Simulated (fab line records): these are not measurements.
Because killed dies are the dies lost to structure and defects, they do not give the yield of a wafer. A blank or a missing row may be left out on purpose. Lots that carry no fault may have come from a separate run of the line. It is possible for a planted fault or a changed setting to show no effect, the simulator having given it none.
fab line records | flow berkeley-cmos170
[record] lots = 7 | wafers = 21 | last-day = 12
route steps=331 shown M1@244 V1@254
lots that met no fault: taken from a fault-free run of the same line
start-h: hours from the record's opening day to when the first of the lot's shown wafers began | wait-h: hours from the lot's prior step to this one | " as in the row above | L1.1+2: one row covering several wafers at once | - no value present, or no start provided | * or withheld: withheld | < > ~ a bound
route shown NAME@n: a module of which the file shows steps, and the number in the route of the first | usual: mean/standard deviation of fault-free wafers | same: alike in all rows | chamber/n: place in a boat | sites: readings site by site | _std_site: how widely they spread, as a standard deviation | _edge_site: the outer-site mean with the inner-site mean subtracted | radius-mm: for every site, how far away it sits from the centre of the wafer | mask NAME#n: copy n | behind: the tool/chamber that last shaped the wafer | hold: cause of the lot's hold/its duration in hours/its outcome | device: names the non-switching transistor (n, p or np) | end of line: the tests these same wafers got at the end of their route | where a step has no rows: the recipe by itself | killed: at the first sort, the dies lost to defects and structure; wafer yield is something else | map: dies across one wafer; x = killed, . = not, _ = none there
set.NAME: setting as actually run; set.NAME@STEP: the setting as run at that earlier step | model.NAME: the simulator's own value behind a step, which no gauge read
certain route steps with their lots: each step a table, each wafer a row
services: when a tool's chamber went out of use (start-h, in hours from the record's first day, below 0 if earlier), for how many hours, and the reason
[[steps]]
[step UCB170_M1_EXPOSE_06]
[recipe] mask-id = METAL1 | target-cd-nm = 700 | na = 0.5 | sigma-outer = 0.6 | source-shape = conventional | dose-mj = 21
[step UCB170_M1_PEB_07]
[recipe] peb-temp-c = 130 | peb-time-s = withheld | resist = KrF
[step UCB170_M1_DEVELOP_08]
[recipe] developer = TMAH | develop-time-s = 45 | resist = KrF | dev-temp-c = 21
[step UCB170_M1_CD_MEAS_09]
[recipe] target-cd-nm = 700
[usual] cd-nm = 699.8/1.2
lot.wafer | tool      | chamber | start-h | wait-h | cd-nm
L505.1    | cd-sem-01 | -       | 235.10  | -      | 699.8
L505.2    | "         | -       | "       | "      | 701.2
L505.3    | "         | -       | "       | "      | 699.0
L503.2    | cd-sem-01 | -       | 236.89  | -      | 700.6
L503.4    | "         | -       | "       | "      | 700.1
L503.5    | "         | -       | "       | "      | 701.3
L507.2    | cd-sem-02 | -       | 261.62  | -      | 700.1
L507.5    | "         | -       | "       | "      | 699.5
L507.6    | "         | -       | "       | "      | 699.5
L508.1    | cd-sem-02 | -       | 261.95  | -      | 699.6
L508.2    | "         | -       | "       | "      | 699.6
L508.6    | "         | -       | "       | "      | 700.5
L510.1    | cd-sem-01 | -       | 268.34  | -      | 697.8
L510.3    | "         | -       | "       | "      | 697.7
L510.5    | "         | -       | "       | "      | 698.5
L509.1    | cd-sem-01 | -       | 268.90  | -      | 700.3
L509.4    | "         | -       | "       | "      | 699.3
L509.6    | "         | -       | "       | "      | 699.3
L511.1    | cd-sem-01 | -       | 269.14  | -      | 699.2
L511.3    | "         | -       | "       | "      | 699.7
L511.5    | "         | -       | "       | "      | 700.8
[step UCB170_M1_OVL_MEAS_10]
[usual] M1_OVL = 2/6.3
lot.wafer | tool       | chamber | start-h | wait-h | M1_OVL[nm]
L505.1    | overlay-02 | -       | 235.22  | 0.1    | 4
L505.2    | "          | -       | "       | "      | 8
L505.3    | "          | -       | "       | "      | 0
L503.2    | overlay-02 | -       | 236.99  | 0.1    | 3
L503.4    | "          | -       | "       | "      | 4
L503.5    | "          | -       | "       | "      | 11
L507.2    | overlay-02 | -       | 261.73  | 0.1    | 5
L507.5    | "          | -       | "       | "      | 12
L507.6    | "          | -       | "       | "      | 6
L508.1    | overlay-01 | -       | 262.07  | 0.1    | -1
L508.2    | "          | -       | "       | "      | 3
L508.6    | "          | -       | "       | "      | -5
L510.1    | overlay-01 | -       | 268.46  | 0.1    | 15
L510.3    | "          | -       | "       | "      | 14
L510.5    | "          | -       | "       | "      | 15
L509.1    | overlay-01 | -       | 269.02  | 0.1    | 3
L509.4    | "          | -       | "       | "      | 3
L509.6    | "          | -       | "       | "      | 9
L511.1    | overlay-01 | -       | 269.26  | 0.1    | -1
L511.3    | "          | -       | "       | "      | -1
L511.5    | "          | -       | "       | "      | 0
[step UCB170_M1_ETCH_11]
[recipe] chemistry = N2/H2 | target-depth-a = withheld | overetch-a = withheld | target = BARC | time-s = withheld | source-w = 500 | bias-w = 100 | pressure-mtorr = 29.54 | n2-flow-sccm = 100 | h2-flow-sccm = 200
[usual] drypump-motor-current-A = 5.7/0.49 | n2-flow-sccm = 100.0/0.3 | oes-product-au = 0.993/0.014 | rf-fwd-power-W = 493.7/2.1 | throttle-valve-pct = 13.40/0.12
lot.wafer | tool        | chamber | start-h | wait-h | drypump-motor-current-A | n2-flow-sccm | oes-product-au | rf-fwd-power-W | throttle-valve-pct
L505.1    | rie-diel-04 | 2       | 235.26  | 0.0    | 5.9                     | 100.1        | 0.973          | 492.1          | 13.48
L505.2    | "           | 3       | "       | "      | 5.7                     | 100.0        | 1.000          | 492.2          | 13.49
L505.3    | "           | 0       | "       | "      | 6.0                     | 100.5        | 1.006          | 493.4          | 13.19
L503.2    | rie-diel-01 | 2       | 237.02  | 0.0    | 5.8                     | 100.2        | 1.009          | 489.8          | 13.27
L503.4    | "           | 3       | "       | "      | 5.1                     | 99.8         | 1.003          | 498.2          | 13.33
L503.5    | "           | 1       | "       | "      | 5.1                     | 100.0        | 0.988          | 492.9          | 13.45
L507.2    | rie-diel-04 | 2       | 261.76  | 0.0    | 5.8                     | 100.6        | 0.970          | 493.2          | 13.48
L507.5    | "           | 2       | "       | "      | 5.9                     | 100.2        | 0.991          | 490.8          | 13.48
L507.6    | "           | 1       | "       | "      | 6.5                     | 100.1        | 1.013          | 496.2          | 13.39
L508.1    | rie-diel-02 | 1       | 262.11  | 0.0    | 5.7                     | 99.8         | 0.993          | 492.9          | 13.25
L508.2    | "           | 3       | "       | "      | 4.8                     | 100.0        | 0.998          | 495.6          | 13.56
L508.6    | "           | 0       | "       | "      | 5.8                     | 99.9         | 0.992          | 491.7          | 13.34
L510.1    | rie-diel-02 | 0       | 268.50  | 0.0    | 5.8                     | 99.8         | 0.983          | 497.5          | 13.33
L510.3    | "           | 1       | "       | "      | 5.7                     | 99.3         | 0.993          | 489.5          | 13.23
L510.5    | "           | 2       | "       | "      | 6.2                     | 99.6         | 0.979          | 494.9          | 13.57
L509.1    | rie-diel-02 | 3       | 269.05  | 0.0    | 4.8                     | 100.1        | 1.017          | 492.3          | 13.54
L509.4    | "           | 0       | "       | "      | 5.8                     | 99.9         | 0.989          | 495.5          | 13.35
L509.6    | "           | 1       | "       | "      | 5.7                     | 100.5        | 0.996          | 491.0          | 13.27
L511.1    | rie-diel-04 | 1       | 269.29  | 0.0    | 6.5                     | 99.7         | 1.008          | 494.9          | 13.39
L511.3    | "           | 3       | "       | "      | 5.7                     | 100.3        | 0.990          | 493.0          | 13.51
L511.5    | "           | 1       | "       | "      | 6.5                     | 99.5         | 1.002          | 494.6          | 13.39
[step UCB170_M1_METAL_ETCH_12]
[recipe] chemistry = Cl2/BCl3 | target = Al | stop-on = PSG | pressure-mtorr = 12 | target-depth-a = 7800 | over-etch-frac = 0.3 | time-s = 130 | icp-w = 600 | bias-w = 120 | Cl2_flow_sccm = 90 | bcl3-flow-sccm = 45
[usual] drypump-motor-current-A = 5.58/0.23 | mfc-cl2-sccm = 89.94/0.29 | oes-product-au = 0.856/0.017 | rf-fwd-power-W = 597.1/1.9 | throttle-valve-pct = 24.32/0.14
lot.wafer | tool         | chamber | start-h | wait-h | drypump-motor-current-A | mfc-cl2-sccm | oes-product-au | rf-fwd-power-W | rf-hours-counter-h | throttle-valve-pct
L505.1    | rie-metal-02 | 0       | 235.30  | -      | 5.68                    | 89.76        | 0.872          | 596.8          | 0                  | 24.53
L505.2    | "            | 1       | "       | "      | 5.75                    | 90.15        | 0.855          | 598.8          | 1                  | 24.37
L505.3    | "            | 0       | "       | "      | 5.70                    | 89.76        | 0.870          | 597.7          | -                  | 24.52
L503.2    | rie-metal-03 | 0       | 237.06  | -      | 5.26                    | 89.74        | 0.870          | 597.1          | 6                  | 24.14
L503.4    | "            | 0       | "       | "      | 5.27                    | 89.82        | 0.892          | 600.2          | -                  | 24.12
L503.5    | "            | 0       | "       | "      | 5.28                    | 89.43        | 0.866          | 603.2          | -                  | 24.14
L507.2    | rie-metal-04 | 1       | 261.80  | -      | 5.90                    | 89.47        | 0.845          | 596.8          | 11                 | 24.52
L507.5    | "            | 1       | "       | "      | 5.93                    | 89.15        | 0.857          | 595.3          | -                  | 24.53
L507.6    | "            | 0       | "       | "      | 5.73                    | 90.02        | 0.861          | 598.3          | -                  | 24.31
L508.1    | rie-metal-02 | 1       | 262.15  | -      | 5.70                    | 89.82        | 0.859          | 599.0          | 2                  | 24.37
L508.2    | "            | 0       | "       | "      | 5.68                    | 89.52        | 0.880          | 595.3          | 1                  | 24.52
L508.6    | "            | 1       | "       | "      | 5.72                    | 90.17        | 0.848          | 599.4          | -                  | 24.37
L510.1    | rie-metal-03 | 1       | 268.54  | -      | 5.33                    | 90.51        | 0.848          | 599.0          | 13                 | 24.17
L510.3    | "            | 1       | "       | "      | 5.35                    | 89.71        | 0.840          | 599.7          | -                  | 24.18
L510.5    | "            | 1       | "       | "      | 5.33                    | 89.87        | 0.834          | 596.4          | -                  | 24.19
L509.1    | rie-metal-04 | 1       | 269.09  | -      | 5.90                    | 89.95        | 0.854          | 596.9          | 11                 | 24.53
L509.4    | "            | 1       | "       | "      | 5.90                    | 89.69        | 0.859          | 596.2          | -                  | 24.53
L509.6    | "            | 1       | "       | "      | 5.90                    | 90.04        | 0.861          | 598.2          | -                  | 24.53
L511.1    | rie-metal-03 | 1       | 269.33  | -      | 5.33                    | 90.17        | 0.836          | 597.3          | 13                 | 24.19
L511.3    | "            | 1       | "       | "      | 5.33                    | 90.26        | 0.831          | 599.5          | -                  | 24.19
L511.5    | "            | 1       | "       | "      | 5.31                    | 89.96        | 0.829          | 602.8          | -                  | 24.18
[step UCB170_M1_STRIP_13]
[recipe] chemistry = O2 | power-w = 400 | pressure-mtorr = 3500 | platen-temp-c = withheld | o2-flow-sccm = 400 | overash-fraction = 0.5
[usual] drypump-motor-current-A = 5.9/0.54 | oes-product-au = 0.720/0.0047
lot.wafer | tool            | chamber | start-h | wait-h | drypump-motor-current-A | oes-product-au | rf-hours-counter-h
L505.1    | plasma-asher-01 | 0       | 235.43  | 0.1    | 5.0                     | 0.717          | 51
L505.2    | "               | 1       | "       | "      | 5.6                     | 0.721          | 51
L505.3    | "               | 1       | "       | "      | 5.6                     | 0.733          | -
L503.2    | plasma-asher-04 | 0       | 237.20  | 0.1    | 6.1                     | 0.719          | 14
L503.4    | "               | 0       | "       | "      | 6.1                     | 0.727          | -
L503.5    | "               | 1       | "       | "      | 5.5                     | 0.726          | -
L507.2    | plasma-asher-04 | 1       | 261.93  | 0.1    | 5.5                     | 0.721          | 16
L507.5    | "               | 0       | "       | "      | 6.0                     | 0.721          | -
L507.6    | "               | 1       | "       | "      | 5.5                     | 0.710          | -
L508.1    | plasma-asher-04 | 0       | 262.28  | 0.1    | 6.1                     | 0.722          | 16
L508.2    | "               | 1       | "       | "      | 5.5                     | 0.718          | 16
L508.6    | "               | 0       | "       | "      | 6.1                     | 0.711          | -
L510.1    | plasma-asher-01 | 1       | 268.68  | 0.1    | 5.6                     | 0.727          | 55
L510.3    | "               | 0       | "       | "      | 5.0                     | 0.715          | -
L510.5    | "               | 1       | "       | "      | 5.6                     | 0.731          | -
L509.1    | plasma-asher-04 | 1       | 269.23  | 0.1    | 5.5                     | 0.722          | 17
L509.4    | "               | 1       | "       | "      | 5.5                     | 0.723          | -
L509.6    | "               | 1       | "       | "      | 5.5                     | 0.711          | -
L511.1    | plasma-asher-02 | 0       | 269.47  | 0.1    | 6.7                     | 0.722          | 55
L511.3    | "               | 0       | "       | "      | 6.7                     | 0.719          | -
L511.5    | "               | 1       | "       | "      | 6.0                     | 0.721          | -
[step UCB170_M1_CD_MEAS_90]
[recipe] target-cd-nm = 700
[usual] cd-nm = 700.0/2.1
lot.wafer | tool      | chamber | start-h | wait-h | cd-nm
L505.1    | cd-sem-01 | -       | 235.53  | 0.1    | 700.4
L505.2    | "         | -       | "       | "      | 701.5
L505.3    | "         | -       | "       | "      | 699.3
L503.2    | cd-sem-02 | -       | 237.32  | 0.1    | 700.5
L503.4    | "         | -       | "       | "      | 700.1
L503.5    | "         | -       | "       | "      | 702.8
L507.2    | cd-sem-01 | -       | 262.05  | 0.1    | 698.6
L507.5    | "         | -       | "       | "      | 700.8
L507.6    | "         | -       | "       | "      | 698.8
L508.1    | cd-sem-02 | -       | 262.38  | 0.1    | 701.0
L508.2    | "         | -       | "       | "      | 698.4
L508.6    | "         | -       | "       | "      | 701.2
L510.1    | cd-sem-01 | -       | 268.78  | 0.1    | 701.5
L510.3    | "         | -       | "       | "      | 699.4
L510.5    | "         | -       | "       | "      | 701.0
L509.1    | cd-sem-02 | -       | 269.33  | 0.1    | 701.6
L509.4    | "         | -       | "       | "      | 701.8
L509.6    | "         | -       | "       | "      | 700.8
L511.1    | cd-sem-02 | -       | 269.57  | 0.1    | 700.2
L511.3    | "         | -       | "       | "      | 702.1
L511.5    | "         | -       | "       | "      | 702.1
[step UCB170_M1_ANNEAL_14]
[recipe] temp-c = 400 | time-s = 1200 | ambient = forming-gas
[step UCB170_V1_CVD_00]
[recipe] material = SiO2 | target-thk-nm = 2000 | temp-c = 390 | precursor = TEOS/O2 | time-s = 250 | rf-w = 550 | pressure-mtorr = 9000
[usual] heater-power-w = 274/67 | rf-fwd-power-W = 548.4/1.6
lot.wafer | tool     | chamber | start-h | wait-h | heater-power-w | rf-fwd-power-W
L505.1    | pecvd-03 | 1       | 236.98  | 0.0    | 286            | 546.9
L505.2    | "        | 2       | "       | "      | 328            | 547.5
L505.3    | "        | 0       | "       | "      | 237            | 550.6
L503.2    | pecvd-02 | 1       | 239.65  | 0.0    | 202            | 550.8
L503.4    | "        | 0       | "       | "      | 190            | 547.4
L503.5    | "        | 2       | "       | "      | 183            | 546.2
L507.2    | pecvd-04 | 1       | 263.49  | 0.0    | 276            | 547.8
L507.5    | "        | 1       | "       | "      | 267            | 550.8
L507.6    | "        | 0       | "       | "      | 403            | 548.0
L508.1    | pecvd-03 | 1       | 264.82  | 0.0    | 316            | 551.0
L508.2    | "        | 0       | "       | "      | 227            | 547.0
L508.6    | "        | 1       | "       | "      | 228            | 549.6
L510.1    | pecvd-03 | 1       | 270.23  | 0.0    | 235            | 549.9
L510.3    | "        | 2       | "       | "      | 373            | 547.0
L510.5    | "        | 0       | "       | "      | 218            | 550.4
L509.1    | pecvd-02 | 0       | 271.56  | 0.0    | 224            | 547.0
L509.4    | "        | 0       | "       | "      | 278            | 548.0
L509.6    | "        | 1       | "       | "      | 191            | 549.1
L511.1    | pecvd-04 | 0       | 271.56  | 0.0    | 398            | 548.3
L511.3    | "        | 0       | "       | "      | 311            | 549.0
L511.5    | "        | 1       | "       | "      | 268            | 547.2
[step UCB170_V1_THK_MEAS_01]
[recipe] reads = SiO2_of_V1_CVD_00
[usual] V1_TEOS_THK = 1998/29
lot.wafer | tool          | chamber | start-h | wait-h | V1_TEOS_THK[nm]
L505.1    | film-metro-04 | -       | 237.14  | 0.1    | 1930
L505.2    | "             | -       | "       | "      | 1957
L505.3    | "             | -       | "       | "      | 1958
L503.2    | film-metro-02 | -       | 239.86  | 0.1    | 1944
L503.4    | "             | -       | "       | "      | 1961
L503.5    | "             | -       | "       | "      | 2029
L507.2    | film-metro-02 | -       | 263.73  | 0.2    | 1978
L507.5    | "             | -       | "       | "      | 2043
L507.6    | "             | -       | "       | "      | 1996
L508.1    | film-metro-03 | -       | 264.99  | 0.1    | 1984
L508.2    | "             | -       | "       | "      | 1963
L508.6    | "             | -       | "       | "      | 2009
L510.1    | film-metro-03 | -       | 270.38  | 0.1    | 2005
L510.3    | "             | -       | "       | "      | 2021
L510.5    | "             | -       | "       | "      | 1998
L509.1    | film-metro-04 | -       | 271.72  | 0.1    | 1924
L509.4    | "             | -       | "       | "      | 1966
L509.6    | "             | -       | "       | "      | 1991
L511.1    | film-metro-04 | -       | 271.80  | 0.2    | 1999
L511.3    | "             | -       | "       | "      | 2028
L511.5    | "             | -       | "       | "      | 2034
[step UCB170_V1_CMP_02]
[recipe] material = SiO2 | down-force-psi = 6 | platen-rpm = 60 | pad-velocity-m-s = 0.75398
[usual] edge-zone-pressure-frac = 1.000/0.0046 | head-pressure-psi = 6.001/0.013 | motor-current-A = 16.3/1.6 | slurry-filter-dp-kPa = 13.50/0.13 | slurry-flow-ml-min = 150.0/0.48
lot.wafer | tool   | chamber | start-h | wait-h | edge-zone-pressure-frac | head-pressure-psi | motor-current-A | slurry-filter-dp-kPa | slurry-flow-ml-min
L505.1    | cmp-02 | 0       | 237.20  | 0.1    | 0.996                   | 5.974             | 15.2            | 13.48                | 150.6
L505.3    | "      | 1       | "       | "      | 1.003                   | 5.992             | 18.0            | 13.70                | 151.1
L505.2    | "      | 3       | "       | "      | 0.991                   | 6.004             | 16.5            | 13.47                | 150.2
L503.2    | cmp-02 | 1       | 239.91  | 0.0    | 0.998                   | 6.014             | 18.1            | 13.61                | 149.5
L503.4    | "      | 3       | "       | "      | 1.011                   | 5.992             | 16.5            | 13.49                | 149.1
L503.5    | "      | 1       | "       | "      | 0.991                   | 6.007             | 16.3            | 13.52                | 150.2
L507.2    | cmp-02 | 1       | 263.83  | 0.1    | 1.048                   | 5.978             | 17.9            | 13.56                | 149.9
L507.6    | "      | 0       | "       | "      | 1.042                   | 6.002             | 15.6            | 13.54                | 149.7
L507.5    | "      | 1       | "       | "      | 1.043                   | 5.998             | 18.7            | 13.52                | 150.3
L508.2    | cmp-01 | 1       | 265.05  | 0.0    | 0.994                   | 6.022             | 18.1            | 13.48                | 150.1
L508.1    | "      | 2       | "       | "      | 0.994                   | 5.996             | 17.9            | 13.47                | 149.5
L508.6    | "      | 2       | "       | "      | 0.995                   | 6.001             | 17.8            | 13.43                | 149.3
L510.3    | cmp-02 | 0       | 270.44  | 0.0    | 1.045                   | 6.014             | 14.9            | 13.53                | 149.7
L510.1    | "      | 2       | "       | "      | 1.045                   | 6.004             | 13.5            | 13.58                | 150.0
L510.5    | "      | 0       | "       | "      | 1.041                   | 5.999             | 15.5            | 13.44                | 150.3
L509.4    | cmp-01 | 0       | 271.78  | 0.0    | 1.004                   | 6.013             | 15.5            | 13.66                | 149.4
L509.1    | "      | 3       | "       | "      | 1.002                   | 6.007             | 15.9            | 13.38                | 149.4
L509.6    | "      | 0       | "       | "      | 1.004                   | 5.998             | 14.8            | 13.33                | 149.2
L511.1    | cmp-02 | 2       | 271.91  | 0.1    | 1.045                   | 6.011             | 12.3            | 13.42                | 149.3
L511.3    | "      | 0       | "       | "      | 1.049                   | 6.004             | 15.2            | 13.59                | 150.1
L511.5    | "      | 1       | "       | "      | 1.046                   | 5.993             | 17.5            | 13.34                | 151.6
[step UCB170_V1_BOW_MEAS_03]
[recipe] mode = bow
[usual] V1_BOW = 21/7.2
lot.wafer | tool          | chamber | start-h | wait-h | V1_BOW[um]
L505.1    | film-metro-02 | -       | 237.50  | 0.2    | 21
L505.2    | "             | -       | "       | "      | 27
L505.3    | "             | -       | "       | "      | 20
L503.2    | film-metro-02 | -       | 240.23  | 0.3    | 12
L503.4    | "             | -       | "       | "      | 13
L503.5    | "             | -       | "       | "      | 23
L507.2    | film-metro-04 | -       | 264.10  | 0.2    | 19
L507.5    | "             | -       | "       | "      | 20
L507.6    | "             | -       | "       | "      | 23
L508.1    | film-metro-03 | -       | 265.35  | 0.2    | 18
L508.2    | "             | -       | "       | "      | 20
L508.6    | "             | -       | "       | "      | 23
L510.1    | film-metro-04 | -       | 270.74  | 0.1    | 29
L510.3    | "             | -       | "       | "      | 18
L510.5    | "             | -       | "       | "      | 22
L509.1    | film-metro-04 | -       | 272.08  | 0.1    | 19
L509.4    | "             | -       | "       | "      | 21
L509.6    | "             | -       | "       | "      | 17
L511.1    | film-metro-03 | -       | 272.16  | 0.2    | 18
L511.3    | "             | -       | "       | "      | 17
L511.5    | "             | -       | "       | "      | 33
[[services]]
tool         | chamber | start-h | hours | kind
pecvd-04     | -       | 212.87  | 5.5   | pm
pecvd-02     | 0       | 227.20  | 5.4   | repair
rie-metal-02 | -       | 228.08  | 1.4   | pm
cmp-01       | -       | 231.12  | 0.6   | repair
cmp-02       | -       | 232.00  | 4.0   | pm
cmp-02       | -       | 236.00  | -     | consumable-replace:conditioner
cmp-02       | -       | 236.00  | -     | consumable-replace:pad
pecvd-04     | 2       | 242.29  | 42.4  | repair
pecvd-04     | -       | 242.50  | 14.0  | pm
pecvd-04     | 0       | 242.50  | 14.0  | vent-cycle
pecvd-04     | 1       | 242.50  | 14.0  | vent-cycle
pecvd-04     | 2       | 242.50  | 42.2  | vent-cycle
rie-diel-02  | 2       | 243.03  | 4.0   | repair
rie-diel-04  | 3       | 246.54  | -     | clean
rie-diel-04  | 3       | 246.54  | 20.4  | scheduled-down
rie-diel-04  | 3       | 246.54  | 20.4  | vent-cycle
rie-diel-01  | 0       | 251.65  | 2.2   | repair
cmp-01       | -       | 262.91  | 1.1   | repair
rie-diel-01  | 2       | 264.00  | 7.9   | repair
rie-diel-04  | 2       | 266.99  | -     | clean
rie-diel-04  | 2       | 266.99  | 20.0  | scheduled-down
rie-diel-04  | 2       | 266.99  | 20.0  | vent-cycle
rie-metal-02 | -       | 269.09  | 2.8   | pm
rie-diel-02  | 2       | 269.27  | 8.1   | repair
[[key]]
[first-sign] step = UCB170_V1_CMP_02 | reading = edge-zone-pressure-frac | direction = up | sigmas = 9.6 | usual = 1.000 | struck = 1.045
effect none on later readings
met-at UCB170_V1_CMP_02
struck-wafers L507.2,L507.5,L507.6,L510.1,L510.3,L510.5,L511.1,L511.3,L511.5
sort-left-out L511.1,L511.3,L511.5
onset-between 239.91 263.83
[fault] kind = process-parameter-drift | tool = cmp-02 | chamber = - | onset-h = 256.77 | steps = UCB170_V1_CMP_02 | channel = edge-zone-pressure-frac | offset = 0.043164 | shape = step | end-h = 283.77
// sort-left-out: the simulated sort isn't trusted on such a fault, so these wafers' sort isn't shown, and their yield isn't known
